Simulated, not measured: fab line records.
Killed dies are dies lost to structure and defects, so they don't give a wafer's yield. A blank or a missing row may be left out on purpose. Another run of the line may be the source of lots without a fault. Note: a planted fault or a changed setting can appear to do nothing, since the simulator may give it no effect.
Code-filled problem report in 8D (eight disciplines) form || flow berkeley cmos170 || the parts of the form that need people (team, actions taken, sign-off) are left out

== 1. WHAT IS WRONG ==
V2_TEOS_THK at UCB170_V2_THK_MEAS_01 reads a mean of 2222 nm on 2 wafers of 2 lots; wafers without a fault read 2007 nm with a standard deviation of 26. Relative to the usual mean, that is a shift of +8.2 standard deviations.
The first sign was on wafer L634.6 at day 9 08:51, on film metro-03. The record has a number at this step for 42 wafers belonging to 14 lots. By rule, "out" or "out of limits" means more than 4 standard deviations away from the usual mean. The other wafers with a number count as sound.

== 2. WHAT IT IS, AND WHAT IT ISN'T ==
{"question": "which readings at this step", "is": "V2_TEOS_THK", "is not": "-"}
{"question": "which lots", "is": "L634, L636", "is not": "L631, L632, L635, L638, L643, L644, L646, L648, L649, L650, L651, L652"}
{"question": "which wafers of those lots", "is": "L634.6, L636.5", "is not": "L634.1, L634.3, L636.3, L636.4"}
{"question": "read on which gauges", "is": "film metro-02, film metro-03", "is not": "film metro-04"}
{"question": "when", "is": "from day 9 08:51", "is not": "up to then (8 sound wafers); but 32 sound wafers of L635, L636, L638, L643, L644, L646, L648, L649, L650, L651, L652 came after"}

== 3. WHAT RULES OUT EACH SUSPECT ==
Counting: any tool at a process step up to the reading remains a suspect provided it ran every lot that is out. Sound lots after the first of them don't rule it out here, since some wafers of a struck lot are sound.
- the gauge at UCB170_V2_THK_MEAS_01 is ruled out. The wafers that are out were read on 2 gauges (film metro-02, film metro-03).
- pecvd-02 at UCB170_V2_CVD_00 (deposits SiO2 from TEOS/O2, target thk 2000 nm, time 250 s): kept. It processed each lot that is out (first: L634, day 9 08:41); up to then, its last sound lot is L631 (day 8 21:15).
- At UCB170_V2_CVD_00, inside pecvd-02: chamber 0 took the wafers that are out, while their sound lot-mates went through chambers 1, 2.
The count leaves pecvd-02 at UCB170_V2_CVD_00.

== 4. THE CAUSE (what the simulator had put in) ==
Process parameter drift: pecvd-02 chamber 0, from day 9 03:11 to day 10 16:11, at UCB170_V2_CVD_00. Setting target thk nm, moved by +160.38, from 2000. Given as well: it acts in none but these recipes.
After counting, this tool was the only one left.

== 5. THE CHAIN OF EFFECTS, in route order ==
Each row: a reading where the mean over the struck wafers with a number is more than 3 standard deviations away from the usual. Readings are gone through only where the record gives a usual standard deviation; hours: the median, over the lots, of the time from a lot's start at the first step in this table giving one to that lot's start at this step; sigmas: the change measured in usual standard deviations.
{"hours": 0, "step": "UCB170_V2_THK_MEAS_01", "reading": "V2_TEOS_THK", "usual": "2007 nm", "on struck wafers": 2222, "change": "+214", "sigmas": "+8.2"}

== 6. HOW IT WOULD HAVE BEEN CAUGHT EARLIER ==
The first out-of-limits reading at a measuring or inspecting step in this record came at day 9 08:51, 6 hours after the fault's start at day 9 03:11.
No tool reading at UCB170_V2_CVD_00 that has a usual standard deviation in the record was out on any struck wafer, so an alarm limit of 4 standard deviations on those readings would not have fired.
Of the lots that are out (2), L636 began UCB170_V2_CVD_00 on pecvd-02 after day 9 08:51. It would have been spared by a hold on the tool at that moment.
